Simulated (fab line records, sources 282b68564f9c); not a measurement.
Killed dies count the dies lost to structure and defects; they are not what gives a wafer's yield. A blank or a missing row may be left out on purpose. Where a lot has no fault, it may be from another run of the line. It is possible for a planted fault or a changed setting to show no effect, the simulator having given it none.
fab line records	flow ritCmos
[record] lots = 5	wafers = 23
route steps=202 shown ACTIVE@4 NWELL@29 PWELL@40 WELLDRIVE@50 GATE@84 REOX@101 M1@202
startH: hours from the record's opening day to when the first of the lot's shown wafers began	waitH: hours from the lot's prior step to this one	" repeats the value in the row above	L1.1+2: a single row standing in for several wafers	- no value, or no start given	* or withheld: withheld	< > ~ a bound
route shown NAME@n: names a module that has steps shown in the file, with the first one's number in the route	usual: average and standard deviation across the fault-free wafers	same: alike in all rows	chamber/n: place in a boat	sites: the reading at each site	_std_site: standard deviation of those values	_edge_site: outer sites' mean less inner sites'	radiusMm: how far each site lies from the wafer's centre	mask NAME#n: copy n	behind: the tool/chamber that last shaped the wafer	hold: the reason the lot was held/the length of the hold in hours/how it ended	device: names the non-switching transistor (n, p or np)	end of line: the tests these same wafers got at the end of their route	step lacking rows: just its recipe	killed: not the wafer's yield, but the dies lost to structure and defects at the first sort	map: the dies of a wafer, with x for killed, . for not killed, _ for no die there
set.NAME: the run value of the setting; set.NAME@STEP: its run value at that earlier step	model.NAME: the simulator's own value behind a step, which no gauge read
lots with deliberately changed settings; one table per step, one row per wafer
[[steps]]
[step RIT_ACTIVE_CVD_03]
[recipe] material = Si3N4	targetThkNm = 150	tempC = 810	precursor = SiH2Cl2/NH3	timeS = 1500	pressureMtorr = 300	sih2cl2FlowSccm = 60	nh3FlowSccm = 150
lot.wafer	tool	chamber	startH	waitH	set.tempC	model.Si3N4_of_ACTIVE_CVD_03.thkNm
L074.1	-	-	-	0.1	810	150
L074.2	"	-	"	"	810	149.6
L074.3	"	-	"	"	810	149.9
L074.5	"	-	"	"	810	149.5
L074.6	"	-	"	"	810	149.7
L076.1	lpcvd-01	0	22.11	0.1	810	151.9
L076.2	"	0	"	"	810	151
L076.6	"	0	"	"	810	151.4
L079.1+2	-	-	-	0.1	794.7	115.8
L079.3	"	-	"	"	794.7	117
L079.4	"	-	"	"	794.7	116.5
L079.6	"	-	"	"	794.7	117.8
L080.2	-	-	-	0.0	810	151.1
L080.3	"	-	"	"	810	149.8
L080.4+5	"	-	"	"	810	150.8
L080.6	"	-	"	"	810	149.5
L083.1+3	-	-	-	0.1	810	152.4
L083.2	"	-	"	"	810	152.7
L083.4	"	-	"	"	810	153.1
L083.6	"	-	"	"	810	152.3
[step RIT_ACTIVE_THK_MEAS_04]
[recipe] reads = Si3N4_of_ACTIVE_CVD_03
[usual] ACTIVE_NITRIDE_THK = 151.5/1.4
lot.wafer	tool	chamber	startH	waitH	set.tempC@ACTIVE_CVD_03	ACTIVE_NITRIDE_THK[nm]
L074.1	filmMetro-02	-	-	-	810	149.9
L074.2	"	-	"	"	810	149.7
L074.3	"	-	"	"	810	150.0
L074.5	"	-	"	"	810	149.6
L074.6	"	-	"	"	810	149.7
L076.1	filmMetro-03	-	23.53	0.0	810	151.9
L076.2	"	-	"	"	810	151.1
L076.6	"	-	"	"	810	151.5
L079.1	filmMetro-02	-	-	-	794.7	115.8
L079.2	"	-	"	"	794.7	115.8
L079.3	"	-	"	"	794.7	117.0
L079.4	"	-	"	"	794.7	116.4
L079.6	"	-	"	"	794.7	117.7
L080.2	filmMetro-03	-	-	-	810	151.1
L080.3	"	-	"	"	810	149.9
L080.4	"	-	"	"	810	150.8
L080.5	"	-	"	"	810	150.9
L080.6	"	-	"	"	810	149.5
L083.1	filmMetro-03	-	-	-	810	152.4
L083.2	"	-	"	"	810	152.6
L083.3	"	-	"	"	810	152.4
L083.4	"	-	"	"	810	153.2
L083.6	"	-	"	"	810	152.2
[step RIT_ACTIVE_DEVELOP_10]
[recipe] resist = NOVOLAK	developTimeS = 50	devTempC = 23
lot.wafer	tool	chamber	startH	waitH	set.devTempC
L074.1+5+6	lithoTrack-04	0	-	-	25.82
L074.2+3	"	0	"	"	23
L076.1+2+6	lithoTrack-01	0	-	-	23
L079.1+2+6	lithoTrack-01	0	-	-	23
L079.3+4	"	0	"	"	26.08
L080.2+4+5	lithoTrack-01	0	-	-	23
L080.3+6	"	0	"	"	26.11
L083.1+6	lithoTrack-02	0	-	-	23
L083.2+3+4	"	0	"	"	21.79
[step RIT_ACTIVE_HARDBAKE_12]
[recipe] resist = NOVOLAK	tempC = 140	timeS = 60
[step RIT_ACTIVE_ETCH_13]
[recipe] stopOn = SiO2	chemistry = SF6	target = Si3N4	timeS = 210	overEtchFrac = 0.4	SF6_flow_sccm = 200	pressureMtorr = 260	rfW = 125	targetDepthA = 2100
[usual] oesProductAu = 0.827/0.015
lot.wafer	tool	chamber	startH	waitH	set.tempC@ACTIVE_CVD_03	oesProductAu
L074.1	rieDiel-01	3	14.71	0.1	810	0.828
L074.2	"	2	"	"	810	0.815
L074.3	"	0	"	"	810	0.820
L074.5	"	0	"	"	810	0.825
L074.6	"	3	"	"	810	0.825
L076.1	rieDiel-04	3	24.71	0.1	810	0.803
L076.2	"	1	"	"	810	0.810
L076.6	"	0	"	"	810	0.844
L079.1	rieDiel-01	2	39.71	0.1	794.7	0.710
L079.2	"	1	"	"	794.7	0.698
L079.3	"	0	"	"	794.7	0.721
L079.4	"	3	"	"	794.7	0.726
L079.6	"	0	"	"	794.7	0.719
L080.2	rieDiel-01	3	44.74	0.1	810	0.835
L080.3	"	2	"	"	810	0.819
L080.4	"	0	"	"	810	0.819
L080.5	"	3	"	"	810	0.827
L080.6	"	0	"	"	810	0.817
L083.1	rieDiel-03	3	59.84	0.1	810	0.823
L083.2	"	2	"	"	810	0.845
L083.3	"	0	"	"	810	0.814
L083.4	"	1	"	"	810	0.840
L083.6	"	3	"	"	810	0.833
[step RIT_NWELL_COAT_01]
[recipe] resist = NOVOLAK	spinRpm = 2000	resistThkNm = 1300
lot.wafer	tool	chamber	startH	waitH	set.spinRpm	model.NOVOLAK_of_NWELL_COAT_01.thkNm
L074.1	lithoTrack-01	0	19.96	0.1	2000	1306
L074.2	"	0	"	"	1873	1355
L074.3	"	0	"	"	2000	1307
L074.5	"	0	"	"	2000	1303
L074.6	"	0	"	"	1873	1348
L076.1+6	lithoTrack-03	0	29.45	0.1	2000	1309
L076.2	"	0	"	"	2000	1308
L079.1	lithoTrack-03	0	44.40	0.1	1873	1351
L079.2	"	0	"	"	2000	1303
L079.3	"	0	"	"	1873	1345
L079.4	"	0	"	"	2000	1308
L079.6	"	0	"	"	1873	1348
L080.2	lithoTrack-02	0	49.45	0.1	2048	1291
L080.3	"	0	"	"	2000	1305
L080.4	"	0	"	"	2048	1288
L080.5	"	0	"	"	2000	1303
L080.6	"	0	"	"	2000	1302
L083.1+3	lithoTrack-02	0	68.36	0.1	2000	1305
L083.2	"	0	"	"	1879	1344
L083.4	"	0	"	"	2000	1306
L083.6	"	0	"	"	1879	1342
[step RIT_PWELL_COAT_01]
[recipe] resist = NOVOLAK	spinRpm = 2000	resistThkNm = 1300
lot.wafer	tool	chamber	startH	waitH	set.spinRpm	model.NOVOLAK_of_PWELL_COAT_01.thkNm
L074.1	lithoTrack-03	0	21.64	0.1	2047	1294
L074.2	"	0	"	"	2047	1299
L074.3	"	0	"	"	2047	1289
L074.5	"	0	"	"	2000	1307
L074.6	"	0	"	"	2000	1309
L076.1+2	lithoTrack-03	0	31.00	0.1	2000	1302
L076.6	"	0	"	"	2000	1303
L079.1	lithoTrack-04	0	45.95	0.1	2000	1310
L079.2+3	"	0	"	"	2000	1307
L079.4	"	0	"	"	2000	1309
L079.6	"	0	"	"	2000	1305
L080.2+6	lithoTrack-04	0	51.13	0.1	2000	1300
L080.3	"	0	"	"	2149	1256
L080.4	"	0	"	"	2000	1296
L080.5	"	0	"	"	2149	1253
L083.1	lithoTrack-04	0	69.91	0.1	2000	1299
L083.2	"	0	"	"	2000	1301
L083.3+4	"	0	"	"	2070	1282
L083.6	"	0	"	"	2000	1304
[step RIT_PWELL_SOFTBAKE_02]
[recipe] resist = NOVOLAK	tempC = 90	timeS = 60
[step RIT_PWELL_EXPOSE_03]
[recipe] maskId = M3	na = 0.57	targetCdNm = 43700	doseMj = 250
[step RIT_PWELL_DEVELOP_05]
[recipe] resist = NOVOLAK	developTimeS = 68	devTempC = 23
[step RIT_PWELL_HARDBAKE_07]
[recipe] resist = NOVOLAK	tempC = 140	timeS = 120
lot.wafer	tool	chamber	startH	waitH	set.spinRpm@PWELL_COAT_01	model.NOVOLAK_of_PWELL_COAT_01.thkNm
L074.1	lithoTrack-01	0	22.53	0.0	2047	1131
L074.2	"	0	"	"	2047	1136
L074.3	"	0	"	"	2047	1127
L074.5	"	0	"	"	2000	1143
L074.6	"	0	"	"	2000	1145
L076.1+2	lithoTrack-04	0	32.01	0.0	2000	1138
L076.6	"	0	"	"	2000	1140
L079.1	lithoTrack-04	0	46.84	0.0	2000	1145
L079.2+3	"	0	"	"	2000	1143
L079.4	"	0	"	"	2000	1144
L079.6	"	0	"	"	2000	1141
L080.2+6	lithoTrack-04	0	51.91	0.1	2000	1137
L080.3	"	0	"	"	2149	1099
L080.4	"	0	"	"	2000	1133
L080.5	"	0	"	"	2149	1096
L083.1	lithoTrack-04	0	70.81	0.0	2000	1136
L083.2	"	0	"	"	2000	1138
L083.3	"	0	"	"	2070	1122
L083.4	"	0	"	"	2070	1121
L083.6	"	0	"	"	2000	1140
[step RIT_PWELL_IMPLANT_08]
[recipe] species = B	energyKev = 170	doseCm2 = 7e+13	tiltDeg = 7
lot.wafer	tool	chamber	startH	waitH	set.doseCm2
L074.1+5	implanter-01	0	22.78	0.2	7e+13
L074.2+3+6	"	0	"	"	6.582e+13
L076.1+2+6	implanter-02	0	32.26	0.2	7e+13
L079.1+2	implanter-01	0	47.09	0.2	7e+13
L079.3+4+6	"	0	"	"	6.62e+13
L080.2+3	implanter-01	0	52.14	0.2	7e+13
L080.4+5+6	"	0	"	"	7.483e+13
L083.1+2+3	implanter-01	0	71.06	0.2	6.52e+13
L083.4+6	"	0	"	"	7e+13
[step RIT_PWELL_STRIP_09]
[recipe] chemistry = O2	timeS = 180	resist = NOVOLAK	platenTempC = withheld	powerW = 500	pressureMtorr = 4000	o2FlowSccm = 4000
[step RIT_PWELL_TW_MEAS_10]
[usual] PWELL_TW = 955/5.6
lot.wafer	tool	chamber	startH	waitH	set.doseCm2@PWELL_IMPLANT_08	PWELL_TW
L074.1	filmMetro-02	-	23.10	0.1	7e+13	959
L074.2	"	-	"	"	6.582e+13	943
L074.3	"	-	"	"	6.582e+13	947
L074.5	"	-	"	"	7e+13	960
L074.6	"	-	"	"	6.582e+13	946
L076.1	filmMetro-03	-	32.58	0.1	7e+13	947
L076.2	"	-	"	"	7e+13	945
L076.6	"	-	"	"	7e+13	945
L079.1	filmMetro-03	-	47.41	0.1	7e+13	944
L079.2	"	-	"	"	7e+13	947
L079.3	"	-	"	"	6.62e+13	931
L079.4	"	-	"	"	6.62e+13	931
L079.6	"	-	"	"	6.62e+13	930
L080.2	filmMetro-02	-	52.45	0.1	7e+13	956
L080.3	"	-	"	"	7e+13	956
L080.4	"	-	"	"	7.483e+13	977
L080.5	"	-	"	"	7.483e+13	981
L080.6	"	-	"	"	7.483e+13	974
L083.1	filmMetro-04	-	71.38	0.1	6.52e+13	937
L083.2	"	-	"	"	6.52e+13	934
L083.3	"	-	"	"	6.52e+13	942
L083.4	"	-	"	"	7e+13	958
L083.6	"	-	"	"	7e+13	966
[step RIT_WELLDRIVE_ANNEAL_00]
[recipe] tempC = 1100	timeS = 14700	ambient = N2
[step RIT_WELLDRIVE_RS_MEAS_02]
[recipe] thkMeasGauge = four-point-probe
[usual] PWELL_RS = 430.3/1.5
lot.wafer	tool	chamber	startH	waitH	set.doseCm2@PWELL_IMPLANT_08	PWELL_RS[ohm/sq]
L074.1	filmMetro-04	-	28.66	0.1	7e+13	429.8
L074.2	"	-	"	"	6.582e+13	445.5
L074.3	"	-	"	"	6.582e+13	446.1
L074.5	"	-	"	"	7e+13	430.0
L074.6	"	-	"	"	6.582e+13	445.5
L076.1	filmMetro-03	-	38.22	0.1	7e+13	431.2
L076.2	"	-	"	"	7e+13	431.7
L076.6	"	-	"	"	7e+13	430.3
L079.1	filmMetro-02	-	53.54	0.1	7e+13	428.4
L079.2	"	-	"	"	7e+13	429.5
L079.3	"	-	"	"	6.62e+13	445.1
L079.4	"	-	"	"	6.62e+13	444.2
L079.6	"	-	"	"	6.62e+13	445.0
L080.2	filmMetro-04	-	58.12	0.1	7e+13	428.5
L080.3	"	-	"	"	7e+13	430.0
L080.4	"	-	"	"	7.483e+13	413.7
L080.5	"	-	"	"	7.483e+13	412.0
L080.6	"	-	"	"	7.483e+13	412.3
L083.1	filmMetro-04	-	76.65	0.1	6.52e+13	451.7
L083.2	"	-	"	"	6.52e+13	451.4
L083.3	"	-	"	"	6.52e+13	450.6
L083.4	"	-	"	"	7e+13	432.0
L083.6	"	-	"	"	7e+13	433.6
[step RIT_GATE_CVD_08]
[recipe] material = poly-Si	targetThkNm = 250	tempC = 610	precursor = SiH4	timeS = 2220	pressureMtorr = 300	sih4FlowSccm = 100
lot.wafer	tool	chamber	startH	waitH	set.tempC	model.poly-Si_of_GATE_CVD_08.thkNm
L074.1	-	-	-	0.1	627	370.1
L074.2	"	-	"	"	627	373.8
L074.3	"	-	"	"	627	371.7
L074.5	"	-	"	"	627	369.5
L074.6	"	-	"	"	627	371.2
L076.1	lpcvd-01	1	43.53	0.1	610	253.2
L076.2	"	1	"	"	610	254.2
L076.6	"	1	"	"	610	254.7
L079.1	-	-	-	0.1	593.6	163.4
L079.2	"	-	"	"	593.6	162.8
L079.3+6	"	-	"	"	593.6	163.3
L079.4	"	-	"	"	593.6	164.9
L080.2	-	-	-	0.0	615.1	282.8
L080.3	"	-	"	"	615.1	281.9
L080.4	"	-	"	"	615.1	282.7
L080.5	"	-	"	"	615.1	284.6
L080.6	"	-	"	"	615.1	281.7
L083.1	-	-	-	0.1	610	252.1
L083.2	"	-	"	"	610	250.4
L083.3	"	-	"	"	610	249.9
L083.4	"	-	"	"	610	251.5
L083.6	"	-	"	"	610	249.3
[step RIT_GATE_THK_MEAS_09]
[recipe] reads = poly-Si_of_GATE_CVD_08
[usual] GATE_POLY_THK = 251.3/2.5
lot.wafer	tool	chamber	startH	waitH	set.tempC@GATE_CVD_08	GATE_POLY_THK[nm]
L074.1	filmMetro-01	-	-	-	627	370.1
L074.2	"	-	"	"	627	374.0
L074.3	"	-	"	"	627	371.9
L074.5	"	-	"	"	627	369.7
L074.6	"	-	"	"	627	371.4
L076.1	filmMetro-04	-	45.15	0.0	610	253.2
L076.2	"	-	"	"	610	254.2
L076.6	"	-	"	"	610	254.5
L079.1	filmMetro-01	-	-	-	593.6	163.4
L079.2	"	-	"	"	593.6	162.7
L079.3	"	-	"	"	593.6	163.4
L079.4	"	-	"	"	593.6	164.9
L079.6	"	-	"	"	593.6	163.3
L080.2	filmMetro-02	-	-	-	615.1	283.1
L080.3	"	-	"	"	615.1	282.0
L080.4	"	-	"	"	615.1	282.7
L080.5	"	-	"	"	615.1	284.3
L080.6	"	-	"	"	615.1	281.8
L083.1	filmMetro-01	-	-	-	610	252.0
L083.2	"	-	"	"	610	250.4
L083.3	"	-	"	"	610	250.0
L083.4	"	-	"	"	610	251.5
L083.6	"	-	"	"	610	249.5
[step RIT_GATE_EXPOSE_13]
[recipe] maskId = M6	na = 0.6	sourceShape = conventional	sigmaOuter = 0.6	targetCdNm = 150	doseMj = 380
lot.wafer	tool	chamber	startH	waitH	mask	set.doseMj
L074.1+2	ilineStepper-02	0	36.12	0.2	M6#0	380
L074.3+5+6	"	0	"	"	M6#0	369.4
L076.1+2+6	ilineStepper-02	0	45.66	0.1	M6#0	380
L079.1+2+3+4+6	ilineStepper-02	0	61.91	0.2	M6#0	380
L080.2+3+5	ilineStepper-01	0	70.60	0.2	M6#0	363.7
L080.4+6	"	0	"	"	M6#0	380
L083.1+2+3+4+6	ilineStepper-02	0	84.62	0.1	M6#0	380
[step RIT_GATE_PEB_14]
[recipe] resist = NOVOLAK	tempC = withheld	timeS = withheld
[step RIT_GATE_DEVELOP_15]
[recipe] resist = NOVOLAK	developTimeS = 50	devTempC = 23
[step RIT_GATE_CD_MEAS_16]
[recipe] targetCdNm = 150
[usual] cdNm = 151.0/2.2
lot.wafer	tool	chamber	startH	waitH	set.doseMj@GATE_EXPOSE_13	cdNm
L074.1	cdSem-01	-	36.52	-	380	154.4
L074.2	"	-	"	"	380	155.0
L074.3	"	-	"	"	369.4	170.5
L074.5	"	-	"	"	369.4	169.7
L074.6	"	-	"	"	369.4	171.6
L076.1	cdSem-02	-	46.06	-	380	149.9
L076.2	"	-	"	"	380	148.2
L076.6	"	-	"	"	380	151.2
L079.1	cdSem-01	-	62.31	-	380	149.5
L079.2	"	-	"	"	380	148.8
L079.3	"	-	"	"	380	145.7
L079.4	"	-	"	"	380	147.4
L079.6	"	-	"	"	380	146.8
L080.2	cdSem-01	-	71.07	-	363.7	175.0
L080.3	"	-	"	"	363.7	174.4
L080.4	"	-	"	"	380	150.3
L080.5	"	-	"	"	363.7	175.0
L080.6	"	-	"	"	380	151.7
L083.1	cdSem-01	-	85.02	-	380	147.8
L083.2	"	-	"	"	380	149.9
L083.3	"	-	"	"	380	151.0
L083.4	"	-	"	"	380	150.4
L083.6	"	-	"	"	380	148.7
[step RIT_GATE_HARDBAKE_18]
[recipe] resist = NOVOLAK	tempC = 140	timeS = 60
[step RIT_GATE_ETCH_19]
[recipe] chemistry = SF6/CHF3/O2	timeS = 165	SF6_flow_sccm = 30	CHF3_flow_sccm = 30	O2_flow_sccm = 5	target = poly-Si	pressureMtorr = 40	rfW = 160	targetDepthA = 3125	overEtchFrac = 0.25	stopOn = SiO2
[usual] oesProductAu = 0.857/0.014
lot.wafer	tool	chamber	startH	waitH	set.tempC@GATE_CVD_08	set.doseMj@GATE_EXPOSE_13	oesProductAu	model.GATE.cdNm	model.GATE.featureDepthNm	model.etch.depthNm
L074.1	rieSi-02	2	36.83	0.1	627	380	1.013	-	315	315
L074.2	"	1	"	"	627	380	1.043	154.8	322.2	322.2
L074.3	"	3	"	"	627	369.4	1.016	170.5	316.2	316.2
L074.5	"	3	"	"	627	369.4	1.018	169.6	314.9	314.9
L074.6	"	0	"	"	627	369.4	0.982	171.6	310.1	310.1
L076.1	rieSi-02	1	46.36	0.1	610	380	0.883	149.9	253.2	253.2
L076.2	"	3	"	"	610	380	0.858	148.4	254.2	254.2
L076.6	"	3	"	"	610	380	0.859	151.1	254.7	254.7
L079.1	rieSi-01	1	62.62	0.1	593.6	380	0.646	149.5	163.4	163.4
L079.2	"	2	"	"	593.6	380	0.642	148.8	162.8	162.8
L079.3	"	0	"	"	593.6	380	0.661	145.6	163.3	163.3
L079.4	"	3	"	"	593.6	380	0.642	147.8	164.9	164.9
L079.6	"	2	"	"	593.6	380	0.633	147	163.3	163.3
L080.2	rieSi-02	0	71.54	0.1	615.1	363.7	0.912	174.7	282.8	282.8
L080.3	"	2	"	"	615.1	363.7	0.942	174.4	281.9	281.9
L080.4	"	1	"	"	615.1	380	0.948	150.7	282.7	282.7
L080.5	"	2	"	"	615.1	363.7	0.941	174.8	284.6	284.6
L080.6	"	3	"	"	615.1	380	0.925	151.6	281.7	281.7
L083.1	rieSi-01	3	85.33	0.1	610	380	0.856	147.7	252.1	252.1
L083.2	"	1	"	"	610	380	0.858	150.2	250.4	250.4
L083.3	"	2	"	"	610	380	0.837	151.1	249.9	249.9
L083.4	"	0	"	"	610	380	0.869	-	251.5	251.5
L083.6	"	2	"	"	610	380	0.840	148.9	249.3	249.3
[step RIT_GATE_STRIP_20]
[recipe] chemistry = O2	timeS = 180	resist = NOVOLAK	platenTempC = withheld	powerW = 500	pressureMtorr = 4000	o2FlowSccm = 4000
[step RIT_GATE_CD_MEAS_90]
[recipe] targetCdNm = 150
[usual] cdNm = 151.0/2.1
lot.wafer	tool	chamber	startH	waitH	set.doseMj@GATE_EXPOSE_13	cdNm
L074.1	cdSem-01	-	37.11	0.1	380	154.5
L074.2	"	-	"	"	380	155.1
L074.3	"	-	"	"	369.4	170.3
L074.5	"	-	"	"	369.4	169.2
L074.6	"	-	"	"	369.4	171.9
L076.1	cdSem-01	-	46.65	0.1	380	150.1
L076.2	"	-	"	"	380	148.5
L076.6	"	-	"	"	380	151.2
L079.1	cdSem-01	-	62.90	0.1	380	149.8
L079.2	"	-	"	"	380	148.6
L079.3	"	-	"	"	380	145.2
L079.4	"	-	"	"	380	147.6
L079.6	"	-	"	"	380	146.9
L080.2	cdSem-02	-	71.85	0.1	363.7	174.5
L080.3	"	-	"	"	363.7	174.1
L080.4	"	-	"	"	380	150.3
L080.5	"	-	"	"	363.7	175.0
L080.6	"	-	"	"	380	151.9
L083.1	cdSem-01	-	85.61	0.1	380	147.6
L083.2	"	-	"	"	380	150.3
L083.3	"	-	"	"	380	150.8
L083.4	"	-	"	"	380	150.5
L083.6	"	-	"	"	380	148.8
[step RIT_REOX_OXIDATION_03]
[recipe] tempC = 900	ambient = O2	targetThkA = 252	oxTimeS = 5580
lot.wafer	tool	chamber	startH	waitH	set.oxTimeS	model.SiO2_of_REOX_OXIDATION_03.thkNm
L074.1	-	-	-	0.0	4993	23.82
L074.2	"	-	"	"	4993	23.47
L074.3	"	-	"	"	4993	23.8
L074.5	"	-	"	"	4993	23.83
L074.6	"	-	"	"	4993	24.36
L076.1	furnace-04	0	47.16	0.0	5580	24.53
L076.2	"	0	"	"	5580	24.25
L076.6	"	0	"	"	5580	24.23
L079.1	-	-	-	0.0	5580	25.45
L079.2	"	-	"	"	5580	25.43
L079.3	"	-	"	"	5580	25.5
L079.4	"	-	"	"	5580	25.41
L079.6	"	-	"	"	5580	25.89
L080.2	-	-	-	0.0	5580	25.69
L080.3	"	-	"	"	5580	25.42
L080.4	"	-	"	"	5580	25.67
L080.5	"	-	"	"	5580	25.53
L080.6	"	-	"	"	5580	25.3
L083.1	-	-	-	1.3	4949	23.57
L083.2	"	-	"	"	4949	23.13
L083.3	"	-	"	"	4949	23.36
L083.4	"	-	"	"	4949	24.03
L083.6	"	-	"	"	4949	23.85
[step RIT_M1_PROBE_99]
lot.wafer	tool	chamber	startH	waitH	set.tempC@GATE_CVD_08	model.etest.nmos_0p3.rOnOhmUm	model.etest.nplusSal.widthNm	model.etest.pplusSal.widthNm
L074.1	prober-01	-	59.00	0.1	627	-	3298	3296
L074.2	prober-01	-	59.05	0.1	627	-	3302	3276
L074.3	prober-01	-	59.10	0.2	627	-	3302	3274
L074.5	prober-01	-	59.20	0.2	627	-	3318	3321
L074.6	prober-01	-	59.25	0.2	627	-	3286	3293
L076.1	prober-01	-	70.17	0.1	610	2099	3454	3448
L076.2	prober-01	-	70.22	0.1	610	2105	3436	3437
L076.6	prober-01	-	70.42	0.2	610	2095	3444	3442
L080.2	prober-01	-	91.53	0.1	615.1	2286	3429	3438
L080.3	prober-01	-	91.58	0.2	615.1	2288	3425	3426
L080.4	prober-01	-	91.63	0.2	615.1	2286	3426	3444
L080.5	prober-01	-	91.68	0.2	615.1	2364	3447	3440
L080.6	prober-01	-	91.73	0.2	615.1	2266	3455	3439
L083.1	prober-02	-	106.41	0.1	610	2025	3470	3447
L083.2	prober-02	-	106.46	0.1	610	2046	3460	3452
L083.3	prober-02	-	106.51	0.2	610	2096	3435	3457
L083.4	prober-02	-	106.56	0.2	610	2114	3457	3453
L083.6	prober-02	-	106.66	0.2	610	2082	3445	3456
// killed by level:class
L076.1 FOX1:geometricParticle:short=2 GATE:geometricParticle:short=2 FOX1:geometricParticle:open=1 REOX:geometricParticle:short=1 CONTACT:geometricParticle:short=1
L076.2 FOX1:geometricParticle:short=3 GATE:geometricParticle:open=3 FOX2:geometricParticle:open=1 GATE:geometricParticle:short=1
L076.6 GATE:geometricParticle:short=3 SILICIDE:geometricParticle:short=2 FOX1:geometricParticle:open=1 GATE:geometricParticle:open=1
[[key]]
[split] step = RIT_ACTIVE_CVD_03	setting = tempC	stated = 810	by = lot
[response] step = RIT_ACTIVE_CVD_03	reading = model.Si3N4_of_ACTIVE_CVD_03.thkNm	change = +18.2	per = 1%	r = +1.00
[response] step = RIT_ACTIVE_THK_MEAS_04	reading = ACTIVE_NITRIDE_THK	change = +18.2	per = 1%	r = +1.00
[response] step = RIT_ACTIVE_ETCH_13	reading = oesProductAu	change = +0.058	per = 1%	r = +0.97
[split] step = RIT_ACTIVE_DEVELOP_10	setting = devTempC	stated = 23	by = wafer
response none clear
[split] step = RIT_NWELL_COAT_01	setting = spinRpm	stated = 2000	by = wafer
[response] step = RIT_NWELL_COAT_01	reading = model.NOVOLAK_of_NWELL_COAT_01.thkNm	change = -6.69	per = 1%	r = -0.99
[split] step = RIT_PWELL_COAT_01	setting = spinRpm	stated = 2000	by = wafer
[response] step = RIT_PWELL_COAT_01	reading = model.NOVOLAK_of_PWELL_COAT_01.thkNm	change = -5.9	per = 1%	r = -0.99
[response] step = RIT_PWELL_HARDBAKE_07	reading = model.NOVOLAK_of_PWELL_COAT_01.thkNm	change = -5.09	per = 1%	r = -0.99
[split] step = RIT_PWELL_IMPLANT_08	setting = doseCm2	stated = 7e+13	by = wafer
[response] step = RIT_PWELL_TW_MEAS_10	reading = PWELL_TW	change = +3.01	per = 1%	r = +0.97
[response] step = RIT_WELLDRIVE_RS_MEAS_02	reading = PWELL_RS	change = -2.63	per = 1%	r = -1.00
[split] step = RIT_GATE_CVD_08	setting = tempC	stated = 610	by = lot
[response] step = RIT_GATE_CVD_08	reading = model.poly-Si_of_GATE_CVD_08.thkNm	change = +37.6	per = 1%	r = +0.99
[response] step = RIT_GATE_THK_MEAS_09	reading = GATE_POLY_THK	change = +37.7	per = 1%	r = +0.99
[response] step = RIT_GATE_ETCH_19	reading = oesProductAu	change = +0.069	per = 1%	r = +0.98
[response] step = RIT_GATE_ETCH_19	reading = model.GATE.featureDepthNm	change = +28.4	per = 1%	r = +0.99
[response] step = RIT_GATE_ETCH_19	reading = model.etch.depthNm	change = +28.4	per = 1%	r = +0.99
[response] step = RIT_M1_PROBE_99	reading = model.etest.nplusSal.widthNm	change = -54.5	per = 1%	r = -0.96
[response] step = RIT_M1_PROBE_99	reading = model.etest.pplusSal.widthNm	change = -57.6	per = 1%	r = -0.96
[response] step = RIT_M1_PROBE_99	reading = model.etest.nmos_0p3.rOnOhmUm	change = +258	per = 1%	r = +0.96
[split] step = RIT_GATE_EXPOSE_13	setting = doseMj	stated = 380	by = wafer
[response] step = RIT_GATE_CD_MEAS_16	reading = cdNm	change = -5.6	per = 1%	r = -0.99
[response] step = RIT_GATE_ETCH_19	reading = model.GATE.cdNm	change = -5.52	per = 1%	r = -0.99
[response] step = RIT_GATE_CD_MEAS_90	reading = cdNm	change = -5.51	per = 1%	r = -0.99
[split] step = RIT_REOX_OXIDATION_03	setting = oxTimeS	stated = 5580	by = lot
[response] step = RIT_REOX_OXIDATION_03	reading = model.SiO2_of_REOX_OXIDATION_03.thkNm	change = +0.141	per = 1%	r = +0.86
